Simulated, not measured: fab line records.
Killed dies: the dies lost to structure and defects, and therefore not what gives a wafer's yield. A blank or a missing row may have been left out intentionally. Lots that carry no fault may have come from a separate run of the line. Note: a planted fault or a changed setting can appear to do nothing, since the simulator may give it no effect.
Which tool did it? || flow berkeley cmos170 || Sampling: 14 lots, 42 wafers, 5 of 331 route steps

== WHAT THE GAUGES SHOWED, per wafer ==
UCB170_PWELL_OVL_MEAS_13. Usual: for PWELL_OVL the level is -4 nm and the standard deviation is 5.
{"lot": "L530", "measured": "day 3 15:32", "on": "overlay-01", "PWELL_OVL (nm)": "-5 -4 -8", "flag": ""}
{"lot": "L531", "measured": "day 3 15:43", "on": "overlay-02", "PWELL_OVL (nm)": "-1 -4 0", "flag": ""}
{"lot": "L535", "measured": "day 4 06:07", "on": "overlay-02", "PWELL_OVL (nm)": "-15 -12 -5", "flag": ""}
{"lot": "L534", "measured": "day 4 06:10", "on": "overlay-01", "PWELL_OVL (nm)": "-3 -1 -8", "flag": ""}
{"lot": "L533", "measured": "day 4 06:36", "on": "overlay-01", "PWELL_OVL (nm)": "2 -2 -6", "flag": ""}
{"lot": "L536", "measured": "day 4 15:23", "on": "overlay-02", "PWELL_OVL (nm)": "-17 -15 -8", "flag": ""}
{"lot": "L537", "measured": "day 5 01:23", "on": "overlay-02", "PWELL_OVL (nm)": "-9 -1 -1", "flag": ""}
{"lot": "L538", "measured": "day 5 01:39", "on": "overlay-01", "PWELL_OVL (nm)": "-1 -5 -9", "flag": ""}
{"lot": "L539", "measured": "day 5 01:41", "on": "overlay-01", "PWELL_OVL (nm)": "-4 -3 -3", "flag": ""}
{"lot": "L541", "measured": "day 5 13:50", "on": "overlay-02", "PWELL_OVL (nm)": "3 -1 1", "flag": ""}
{"lot": "L542", "measured": "day 6 02:23", "on": "overlay-01", "PWELL_OVL (nm)": "-1 -4 -1", "flag": ""}
{"lot": "L551", "measured": "day 8 05:44", "on": "overlay-01", "PWELL_OVL (nm)": "-17 -8 -9", "flag": ""}
{"lot": "L552", "measured": "day 8 09:17", "on": "overlay-02", "PWELL_OVL (nm)": "0 -2 -1", "flag": ""}
{"lot": "L553", "measured": "day 8 10:01", "on": "overlay-01", "PWELL_OVL (nm)": "4 -1 1", "flag": ""}

UCB170_PWELL_TW_MEAS_17. Usual: for PWELL_TW the level is 375 and the standard deviation is 3.5.
{"lot": "L530", "measured": "day 3 15:56", "on": "film metro-02", "PWELL_TW": "371 370 369", "flag": ""}
{"lot": "L531", "measured": "day 3 16:06", "on": "film metro-03", "PWELL_TW": "376 377 375", "flag": ""}
{"lot": "L535", "measured": "day 4 06:29", "on": "film metro-03", "PWELL_TW": "376 374 376", "flag": ""}
{"lot": "L534", "measured": "day 4 06:34", "on": "film metro-02", "PWELL_TW": "373 375 372", "flag": ""}
{"lot": "L533", "measured": "day 4 07:00", "on": "film metro-02", "PWELL_TW": "373 372 374", "flag": ""}
{"lot": "L536", "measured": "day 4 15:46", "on": "film metro-03", "PWELL_TW": "373 376 376", "flag": ""}
{"lot": "L537", "measured": "day 5 01:46", "on": "film metro-04", "PWELL_TW": "380 378 380", "flag": ""}
{"lot": "L538", "measured": "day 5 02:02", "on": "film metro-02", "PWELL_TW": "373 375 376", "flag": ""}
{"lot": "L539", "measured": "day 5 02:04", "on": "film metro-04", "PWELL_TW": "382 381 382", "flag": ""}
{"lot": "L541", "measured": "day 5 14:14", "on": "film metro-04", "PWELL_TW": "383 380 378", "flag": ""}
{"lot": "L542", "measured": "day 6 02:46", "on": "film metro-03", "PWELL_TW": "374 375 376", "flag": ""}
{"lot": "L551", "measured": "day 8 06:08", "on": "film metro-04", "PWELL_TW": "380 377 379", "flag": ""}
{"lot": "L552", "measured": "day 8 09:41", "on": "film metro-02", "PWELL_TW": "371 372 372", "flag": ""}
{"lot": "L553", "measured": "day 8 10:24", "on": "film metro-03", "PWELL_TW": "378 377 374", "flag": ""}

UCB170_FIELD_THK_MEAS_02. Usual: for FIELD_OXIDE_THK the level is 564 nm and the standard deviation is 13.
{"lot": "L530", "measured": "day 5 11:17", "on": "film metro-04", "FIELD_OXIDE_THK (nm)": "542 545 543", "flag": ""}
{"lot": "L531", "measured": "day 5 11:17", "on": "film metro-03", "FIELD_OXIDE_THK (nm)": "574 571 571", "flag": ""}
{"lot": "L535", "measured": "day 6 06:21", "on": "film metro-03", "FIELD_OXIDE_THK (nm)": "569 567 574", "flag": ""}
{"lot": "L534", "measured": "day 6 06:21", "on": "film metro-04", "FIELD_OXIDE_THK (nm)": "578 568 568", "flag": ""}
{"lot": "L533", "measured": "day 6 06:26", "on": "film metro-04", "FIELD_OXIDE_THK (nm)": "564 578 567", "flag": ""}
{"lot": "L536", "measured": "day 6 06:22", "on": "film metro-02", "FIELD_OXIDE_THK (nm)": "579 571 572", "flag": ""}
{"lot": "L537", "measured": "day 7 00:22", "on": "film metro-03", "FIELD_OXIDE_THK (nm)": "589 585 581", "flag": ""}
{"lot": "L538", "measured": "day 7 00:25", "on": "film metro-03", "FIELD_OXIDE_THK (nm)": "569 564 564", "flag": ""}
{"lot": "L539", "measured": "day 7 00:28", "on": "film metro-03", "FIELD_OXIDE_THK (nm)": "576 576 566", "flag": ""}
{"lot": "L541", "measured": "day 7 15:58", "on": "film metro-03", "FIELD_OXIDE_THK (nm)": "561 558 561", "flag": ""}
{"lot": "L542", "measured": "day 8 02:29", "on": "film metro-02", "FIELD_OXIDE_THK (nm)": "562 568 578", "flag": ""}
{"lot": "L551", "measured": "day 10 00:15", "on": "film metro-04", "FIELD_OXIDE_THK (nm)": "557 563", "flag": ""}
{"lot": "L552", "measured": "day 10 09:17", "on": "film metro-03", "FIELD_OXIDE_THK (nm)": "558 557", "flag": ""}
{"lot": "L553", "measured": "day 10 09:19", "on": "film metro-04", "FIELD_OXIDE_THK (nm)": "554 561 551", "flag": ""}

== WHAT TOOL EACH LOT RAN ON (gives the tool, then ch and the chambers of the sampled wafers, and finally the start) ==
{"lot": "L530", "UCB170_ACTIVE_ETCH_15": "rie diel-02 ch 1,2,3, day 5 00:35", "UCB170_ACTIVE_STRIP_16": "plasma asher-02 ch 0,1, day 5 00:41"}
{"lot": "L531", "UCB170_ACTIVE_ETCH_15": "rie diel-03 ch 0,1,2, day 5 01:08", "UCB170_ACTIVE_STRIP_16": "plasma asher-03 ch 0,1, day 5 01:14"}
{"lot": "L535", "UCB170_ACTIVE_ETCH_15": "rie diel-02 ch 1,3, day 5 21:17", "UCB170_ACTIVE_STRIP_16": "plasma asher-02 ch 0,1, day 5 21:23"}
{"lot": "L534", "UCB170_ACTIVE_ETCH_15": "rie diel-03 ch 0,3, day 5 21:07", "UCB170_ACTIVE_STRIP_16": "plasma asher-03 ch 0,1, day 5 21:13"}
{"lot": "L533", "UCB170_ACTIVE_ETCH_15": "rie diel-04 ch 0,1,3, day 5 21:34", "UCB170_ACTIVE_STRIP_16": "plasma asher-02 ch 0,1, day 5 21:41"}
{"lot": "L536", "UCB170_ACTIVE_ETCH_15": "rie diel-04 ch 1,3, day 5 21:23", "UCB170_ACTIVE_STRIP_16": "plasma asher-03 ch 1, day 5 21:29"}
{"lot": "L537", "UCB170_ACTIVE_ETCH_15": "rie diel-04 ch 0,1, day 6 11:18", "UCB170_ACTIVE_STRIP_16": "plasma asher-04 ch 0,1, day 6 11:24"}
{"lot": "L538", "UCB170_ACTIVE_ETCH_15": "rie diel-03 ch 2,3, day 6 11:36", "UCB170_ACTIVE_STRIP_16": "plasma asher-02 ch 0,1, day 6 11:42"}
{"lot": "L539", "UCB170_ACTIVE_ETCH_15": "rie diel-04 ch 0,1,2, day 6 11:50", "UCB170_ACTIVE_STRIP_16": "plasma asher-03 ch 0,1, day 6 11:56"}
{"lot": "L541", "UCB170_ACTIVE_ETCH_15": "rie diel-04 ch 0,1, day 7 06:39", "UCB170_ACTIVE_STRIP_16": "plasma asher-04 ch 0,1, day 7 06:45"}
{"lot": "L542", "UCB170_ACTIVE_ETCH_15": "rie diel-04 ch 1,3, day 7 15:31", "UCB170_ACTIVE_STRIP_16": "plasma asher-04 ch 0,1, day 7 15:37"}
{"lot": "L551", "UCB170_ACTIVE_ETCH_15": "rie diel-03 ch 0,2,3, day 9 15:54", "UCB170_ACTIVE_STRIP_16": "plasma asher-03 ch 0,1, day 9 16:00"}
{"lot": "L552", "UCB170_ACTIVE_ETCH_15": "rie diel-03 ch 0,1,2, day 9 22:26", "UCB170_ACTIVE_STRIP_16": "plasma asher-04 ch 0,1, day 9 22:32"}
{"lot": "L553", "UCB170_ACTIVE_ETCH_15": "rie diel-02 ch 0,1,2, day 9 23:08", "UCB170_ACTIVE_STRIP_16": "plasma asher-02 ch 0,1, day 9 23:16"}
- UCB170_ACTIVE_ETCH_15: etches Si3N4 in CH3F/Ar/O2, stops on SiO2, target depth 242 nm, time 151 s.
- UCB170_ACTIVE_STRIP_16: strips in O2.

== AS READ BY THE TOOLS THEMSELVES (means over the sampled wafers that have a number; for cases with no such wafer, the mark the record gives instead) ==
UCB170_ACTIVE_ETCH_15. Usual: chamber pressure mTorr 50.00 mTorr, standard deviation 0.043; drypump motor current A 5.7 A, standard deviation 0.35; mfc ar sccm 50.00 sccm, standard deviation 0.14; oes product au 0.940 a.u., standard deviation 0.014; rf fwd power W 447.7 W, standard deviation 1.5; throttle valve pct 8.11 %, standard deviation 0.078.
{"lot": "L530", "tool": "rie diel-02", "chamber pressure mTorr (mTorr)": 50.00, "drypump motor current A (A)": 5.7, "mfc ar sccm (sccm)": 50.01, "oes product au (a.u.)": 0.940, "rf fwd power W (W)": 447.7, "throttle valve pct (%)": 8.09, "flag": ""}
{"lot": "L531", "tool": "rie diel-03", "chamber pressure mTorr (mTorr)": 50.00, "drypump motor current A (A)": 5.7, "mfc ar sccm (sccm)": 49.88, "oes product au (a.u.)": 0.938, "rf fwd power W (W)": 448.9, "throttle valve pct (%)": 8.09, "flag": ""}
{"lot": "L535", "tool": "rie diel-02", "chamber pressure mTorr (mTorr)": 50.00, "drypump motor current A (A)": 5.4, "mfc ar sccm (sccm)": 50.00, "oes product au (a.u.)": 0.944, "rf fwd power W (W)": 448.9, "throttle valve pct (%)": 8.15, "flag": ""}
{"lot": "L534", "tool": "rie diel-03", "chamber pressure mTorr (mTorr)": 50.00, "drypump motor current A (A)": 5.9, "mfc ar sccm (sccm)": 49.90, "oes product au (a.u.)": 0.942, "rf fwd power W (W)": 447.4, "throttle valve pct (%)": 8.08, "flag": ""}
{"lot": "L533", "tool": "rie diel-04", "chamber pressure mTorr (mTorr)": 50.04, "drypump motor current A (A)": 5.5, "mfc ar sccm (sccm)": 50.09, "oes product au (a.u.)": 0.938, "rf fwd power W (W)": 447.5, "throttle valve pct (%)": 8.16, "flag": ""}
{"lot": "L536", "tool": "rie diel-04", "chamber pressure mTorr (mTorr)": 50.04, "drypump motor current A (A)": 5.7, "mfc ar sccm (sccm)": 50.13, "oes product au (a.u.)": 0.948, "rf fwd power W (W)": 448.2, "throttle valve pct (%)": 8.18, "flag": ""}
{"lot": "L537", "tool": "rie diel-04", "chamber pressure mTorr (mTorr)": 49.96, "drypump motor current A (A)": 5.5, "mfc ar sccm (sccm)": 49.87, "oes product au (a.u.)": 0.945, "rf fwd power W (W)": 447.4, "throttle valve pct (%)": 8.11, "flag": ""}
{"lot": "L538", "tool": "rie diel-03", "chamber pressure mTorr (mTorr)": 49.96, "drypump motor current A (A)": 5.6, "mfc ar sccm (sccm)": 50.07, "oes product au (a.u.)": 0.938, "rf fwd power W (W)": 448.2, "throttle valve pct (%)": 8.10, "flag": ""}
{"lot": "L539", "tool": "rie diel-04", "chamber pressure mTorr (mTorr)": 50.00, "drypump motor current A (A)": 5.7, "mfc ar sccm (sccm)": 50.01, "oes product au (a.u.)": 0.945, "rf fwd power W (W)": 447.5, "throttle valve pct (%)": 8.14, "flag": ""}
{"lot": "L541", "tool": "rie diel-04", "chamber pressure mTorr (mTorr)": 49.97, "drypump motor current A (A)": 5.5, "mfc ar sccm (sccm)": 49.94, "oes product au (a.u.)": 0.940, "rf fwd power W (W)": 449.4, "throttle valve pct (%)": 8.11, "flag": ""}
{"lot": "L542", "tool": "rie diel-04", "chamber pressure mTorr (mTorr)": 50.00, "drypump motor current A (A)": 5.6, "mfc ar sccm (sccm)": 50.18, "oes product au (a.u.)": 0.927, "rf fwd power W (W)": 447.8, "throttle valve pct (%)": 8.21, "flag": ""}
{"lot": "L551", "tool": "rie diel-03", "chamber pressure mTorr (mTorr)": 50.00, "drypump motor current A (A)": 5.7, "mfc ar sccm (sccm)": 49.76, "oes product au (a.u.)": 0.920, "rf fwd power W (W)": 387.9, "throttle valve pct (%)": 8.09, "flag": "OFF"}
{"lot": "L552", "tool": "rie diel-03", "chamber pressure mTorr (mTorr)": 49.98, "drypump motor current A (A)": 5.7, "mfc ar sccm (sccm)": 50.09, "oes product au (a.u.)": 0.908, "rf fwd power W (W)": 389.1, "throttle valve pct (%)": 8.09, "flag": "OFF"}
{"lot": "L553", "tool": "rie diel-02", "chamber pressure mTorr (mTorr)": 50.01, "drypump motor current A (A)": 5.9, "mfc ar sccm (sccm)": 50.04, "oes product au (a.u.)": 0.944, "rf fwd power W (W)": 447.7, "throttle valve pct (%)": 8.02, "flag": ""}

UCB170_ACTIVE_STRIP_16. Usual: chamber pressure mTorr 3500 mTorr, standard deviation 3.3; drypump motor current A 5.6 A, standard deviation 0.33; o2 flow sccm 400.1 sccm, standard deviation 1.2; oes product au 0.721 a.u., standard deviation 0.0051; strip time to endpoint s 18.10 s, standard deviation 0.087.
{"lot": "L530", "tool": "plasma asher-02", "chamber pressure mTorr (mTorr)": 3498, "drypump motor current A (A)": 5.6, "o2 flow sccm (sccm)": 399.8, "oes product au (a.u.)": 0.725, "strip time to endpoint s (s)": 18.16, "flag": ""}
{"lot": "L531", "tool": "plasma asher-03", "chamber pressure mTorr (mTorr)": 3500, "drypump motor current A (A)": 5.3, "o2 flow sccm (sccm)": 400.3, "oes product au (a.u.)": 0.722, "strip time to endpoint s (s)": 18.01, "flag": ""}
{"lot": "L535", "tool": "plasma asher-02", "chamber pressure mTorr (mTorr)": 3500, "drypump motor current A (A)": 5.6, "o2 flow sccm (sccm)": 400.5, "oes product au (a.u.)": 0.723, "strip time to endpoint s (s)": 18.04, "flag": ""}
{"lot": "L534", "tool": "plasma asher-03", "chamber pressure mTorr (mTorr)": 3499, "drypump motor current A (A)": 5.4, "o2 flow sccm (sccm)": 400.5, "oes product au (a.u.)": 0.720, "strip time to endpoint s (s)": 18.11, "flag": ""}
{"lot": "L533", "tool": "plasma asher-02", "chamber pressure mTorr (mTorr)": 3504, "drypump motor current A (A)": 5.6, "o2 flow sccm (sccm)": 399.5, "oes product au (a.u.)": 0.721, "strip time to endpoint s (s)": 18.07, "flag": ""}
{"lot": "L536", "tool": "plasma asher-03", "chamber pressure mTorr (mTorr)": 3500, "drypump motor current A (A)": 5.5, "o2 flow sccm (sccm)": 399.0, "oes product au (a.u.)": 0.720, "strip time to endpoint s (s)": 18.21, "flag": ""}
{"lot": "L537", "tool": "plasma asher-04", "chamber pressure mTorr (mTorr)": 3500, "drypump motor current A (A)": 5.8, "o2 flow sccm (sccm)": 399.8, "oes product au (a.u.)": 0.722, "strip time to endpoint s (s)": 18.19, "flag": ""}
{"lot": "L538", "tool": "plasma asher-02", "chamber pressure mTorr (mTorr)": 3500, "drypump motor current A (A)": 5.9, "o2 flow sccm (sccm)": 400.5, "oes product au (a.u.)": 0.716, "strip time to endpoint s (s)": 18.05, "flag": ""}
{"lot": "L539", "tool": "plasma asher-03", "chamber pressure mTorr (mTorr)": 3502, "drypump motor current A (A)": 5.3, "o2 flow sccm (sccm)": 401.9, "oes product au (a.u.)": 0.719, "strip time to endpoint s (s)": 18.22, "flag": ""}
{"lot": "L541", "tool": "plasma asher-04", "chamber pressure mTorr (mTorr)": 3498, "drypump motor current A (A)": 5.9, "o2 flow sccm (sccm)": 400.3, "oes product au (a.u.)": 0.721, "strip time to endpoint s (s)": 18.07, "flag": ""}
{"lot": "L542", "tool": "plasma asher-04", "chamber pressure mTorr (mTorr)": 3499, "drypump motor current A (A)": 5.8, "o2 flow sccm (sccm)": 399.7, "oes product au (a.u.)": 0.720, "strip time to endpoint s (s)": 18.15, "flag": ""}
{"lot": "L551", "tool": "plasma asher-03", "chamber pressure mTorr (mTorr)": 3502, "drypump motor current A (A)": 5.4, "o2 flow sccm (sccm)": 399.6, "oes product au (a.u.)": 0.722, "strip time to endpoint s (s)": 18.35, "flag": ""}
{"lot": "L552", "tool": "plasma asher-04", "chamber pressure mTorr (mTorr)": 3498, "drypump motor current A (A)": 5.8, "o2 flow sccm (sccm)": 401.0, "oes product au (a.u.)": 0.724, "strip time to endpoint s (s)": 18.33, "flag": ""}
{"lot": "L553", "tool": "plasma asher-02", "chamber pressure mTorr (mTorr)": 3505, "drypump motor current A (A)": 5.8, "o2 flow sccm (sccm)": 400.1, "oes product au (a.u.)": 0.716, "strip time to endpoint s (s)": 17.95, "flag": ""}

== THE ANSWER, worked out from the rows above alone ==
Rule: lot off if the mean of its wafers having a number is beyond 3 standard deviations from the usual mean. A lot without any number at a reading at which 4 lots or more have one is off too. Any other lot the step has rows for is counted as sound. After the gauges, taken in route order, come the tools' own readings; for these a lot's mean is taken, as printed above. At the first step where some lot is off, the reading lying furthest off is the one used; lots without a number count as furthest.
Off: L551, L552 (UCB170_ACTIVE_ETCH_15, rf fwd power W).
A tool fits if, at that step or a process step before it, it ran every lot that is off, and no sound lot after the first of them. One fits: UCB170_ACTIVE_ETCH_15 on rie diel-03. Its last sound lot is L538 (day 6 11:36), its first lot that is off L551 (day 9 15:54): a fault that began between those two fits.
The tool's own readings at UCB170_ACTIVE_ETCH_15 bear it out: on the lots that are off they differ by more than 5 times the standard deviation of the sound lots' means. oes product au reads 0.914 a.u. there against 0.941 a.u. on the sound lots; rf fwd power W reads 388.5 W there against 448.1 W on the sound lots.

== WHAT HAD BEEN PUT IN BY THE SIMULATOR ==
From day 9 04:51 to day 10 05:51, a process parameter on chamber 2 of rie diel-03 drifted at UCB170_ACTIVE_ETCH_15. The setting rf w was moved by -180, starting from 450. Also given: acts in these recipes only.
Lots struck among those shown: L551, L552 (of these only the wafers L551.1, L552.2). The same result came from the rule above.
